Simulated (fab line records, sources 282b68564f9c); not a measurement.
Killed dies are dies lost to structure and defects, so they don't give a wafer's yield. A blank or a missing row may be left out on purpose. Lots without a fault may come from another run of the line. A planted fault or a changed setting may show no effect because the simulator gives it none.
Which tool did it? | flow rit_cmos | 14 lots, 42 wafers sampled, at 2 steps of a route of 202

WHAT THE GAUGES READ, wafer by wafer
RIT_NSD_TW_MEAS_10. Usual: NSD_TW 3149, standard deviation 21.
lot  | measured    | on            | NSD_TW            | flag
L492 | day 2 23:32 | film_metro-03 | 3167 3187 3182    |
L493 | day 3 05:20 | film_metro-04 | 3142 3126 3131    |
L494 | day 3 09:08 | film_metro-03 | 3203 3188 3186    |
L495 | day 3 14:24 | film_metro-04 | 3160 3150 3151    |
L496 | day 3 18:38 | film_metro-04 | 3141 3144 3133    |
L497 | day 4 00:59 | film_metro-03 | 3162 3149 3164    |
L498 | day 4 06:40 | film_metro-02 | 30 30 30 30 30 30 | OFF
L500 | day 4 15:04 | film_metro-03 | 3157 3143 3139    |
L502 | day 5 02:14 | film_metro-02 | 30 30 30 30 30 30 | OFF
L508 | day 6 07:53 | film_metro-02 | 3140 3130 3131    |
L509 | day 6 13:53 | film_metro-04 | 3169 3166 3149    |
L510 | day 6 18:04 | film_metro-04 | 3156 3151 3158    |
L512 | day 7 03:17 | film_metro-04 | 3148 3159 3146    |
L513 | day 7 08:59 | film_metro-03 | 3186 3175 3183    |

WHICH TOOL RAN EACH LOT (tool, then ch and the chambers of the sampled wafers, then the start)
lot  | RIT_NSD_DEVELOP_05
L492 | litho_track-02 ch 0, day 2 22:00
L493 | litho_track-01 ch 0, day 3 04:00
L494 | litho_track-03 ch 0, day 3 08:00
L495 | litho_track-01 ch 0, day 3 13:00
L496 | litho_track-01 ch 0, day 3 18:00
L497 | litho_track-03 ch 0, day 4 00:00
L498 | litho_track-01 ch 0, day 4 06:00
L500 | litho_track-03 ch 0, day 4 14:00
L502 | litho_track-01 ch 0, day 5 01:00
L508 | litho_track-03 ch 0, day 6 07:00
L509 | litho_track-03 ch 0, day 6 13:00
L510 | litho_track-02 ch 0, day 6 17:00
L512 | litho_track-03 ch 0, day 7 02:00
L513 | litho_track-03 ch 0, day 7 08:00
- RIT_NSD_DEVELOP_05: develop time 50 s.

WHAT THE TOOLS THEMSELVES READ (means of the sampled wafers that have a number; where no wafer has one, the mark that the record gives instead)
The record holds no such reading with a usual standard deviation.

THE ANSWER, worked out from the rows above alone
Rule: a lot is off if the mean of its wafers that have a number lies more than 3 standard deviations from the usual mean. A lot without any number at a reading at which 4 lots or more have one is off too. The other lots that the step has rows for count as sound. The gauges are gone through in route order, then the tools' own readings, and for those a lot's mean is taken as printed above. The first step at which some lot is off is used, and at that step the reading that is off furthest; a lot without a number counts as furthest.
Off: L498, L502, at RIT_NSD_TW_MEAS_10 (NSD_TW).
A tool fits if, at a process step before that reading, it ran every lot that is off, and no sound lot after the first of them. The gauges at RIT_NSD_TW_MEAS_10 are tried like those tools. One fits: litho_track-01 at RIT_NSD_DEVELOP_05. Its last sound lot is L496 (day 3 18:00), its first lot that is off L498 (day 4 06:00): a fault that began between those two fits.

WHAT THE SIMULATOR HAD PUT IN
Process parameter drift: litho_track-01, from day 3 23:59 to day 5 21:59, at RIT_NSD_DEVELOP_05. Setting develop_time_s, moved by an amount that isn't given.
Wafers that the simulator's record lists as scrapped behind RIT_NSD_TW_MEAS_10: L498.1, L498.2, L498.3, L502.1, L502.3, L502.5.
Lots struck among those shown: L498, L502. The rule above found the same.
